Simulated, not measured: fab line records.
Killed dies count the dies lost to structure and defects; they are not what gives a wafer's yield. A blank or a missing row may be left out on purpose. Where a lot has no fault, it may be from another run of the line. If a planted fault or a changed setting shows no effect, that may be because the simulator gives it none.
2 desks, one fault | flow berkeley_cmos170 | numbers are kept per desk, each desk with only its own; the story behind them comes last

## FROM THE METROLOGY DESK
What the gauges read, lot by lot, whatever tool the lot ran on: means of the sampled wafers that have a number. If a lot's mean is further than 4 standard deviations from the usual mean, the lot is out of limits and carries the mark OUT (the distance appears in the brackets).
Columns: A = cd_nm at UCB170_M2_CD_MEAS_15, usual 700.4 nm; B = M2_OVL at UCB170_M2_OVL_MEAS_16, usual -4 nm
lot  | first seen here | A     | B
L201 | day 7 20:52     | 701.0 | -4
L207 | day 8 18:25     | 700.2 | -8
L209 | day 9 15:44     | 698.8 | -3
L219 | day 11 06:50    | 701.8 | -0
L222 | day 11 21:58    | 698.5 | -7
L224 | day 11 22:15    | 702.0 | -4
Finding of this desk: none of the 6 lots has anything out of limits.

## DESK OF THE TOOL OWNER: rie_metal-01
The tool's own readings at UCB170_M2_METAL_ETCH_18 (etches Al in Cl2/BCl3, stops on SiO2, target depth 1170 nm, time 195 s): means of the sampled wafers that have a number, for each lot that ran on this tool. If a lot's mean is further than 4 standard deviations from the usual mean, the lot is out of limits and carries the mark OUT (the distance appears in the brackets).
Columns: A = chamber_pressure_mTorr at UCB170_M2_METAL_ETCH_18, usual 12.001 mTorr; B = drypump_motor_current_A at UCB170_M2_METAL_ETCH_18, usual 5.9 A; C = oes_product_au at UCB170_M2_METAL_ETCH_18, usual 0.850 a.u.; D = throttle_valve_pct at UCB170_M2_METAL_ETCH_18, usual 24.49 %
lot  | first seen here | A                        | B   | C     | D
L201 | day 7 21:04     | 11.999                   | 5.6 | 0.859 | 24.56
L207 | day 8 18:36     | 10.392 (-99 or more) OUT | 5.6 | 0.864 | 24.55
L209 | day 9 15:54     | 9.607 (-99 or more) OUT  | 5.9 | 0.859 | 24.72
This desk's verdict: out of limits on L207, L209, starting with L207 at day 8 18:36 (chamber_pressure_mTorr at UCB170_M2_METAL_ETCH_18). L201 stayed within limits.

## BROUGHT TOGETHER
On L207, L209, at day 8 18:36, an alarm was possible from the tool owner's desk.
Metrology desk: nothing out of limits seen.
The metrology desk has L207, L209 on record, within its limits.
Of the lots named, all ran UCB170_M2_METAL_ETCH_18 on rie_metal-01.

## WHAT HAD BEEN PUT IN BY THE SIMULATOR
rie_metal-01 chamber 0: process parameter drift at UCB170_M2_METAL_ETCH_18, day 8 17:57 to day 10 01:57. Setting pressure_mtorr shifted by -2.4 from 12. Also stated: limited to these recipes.
Struck lots among those shown: L207, L209.
Hours from the fault's start to each desk's first reading out of limits: the tool owner's desk, 1.
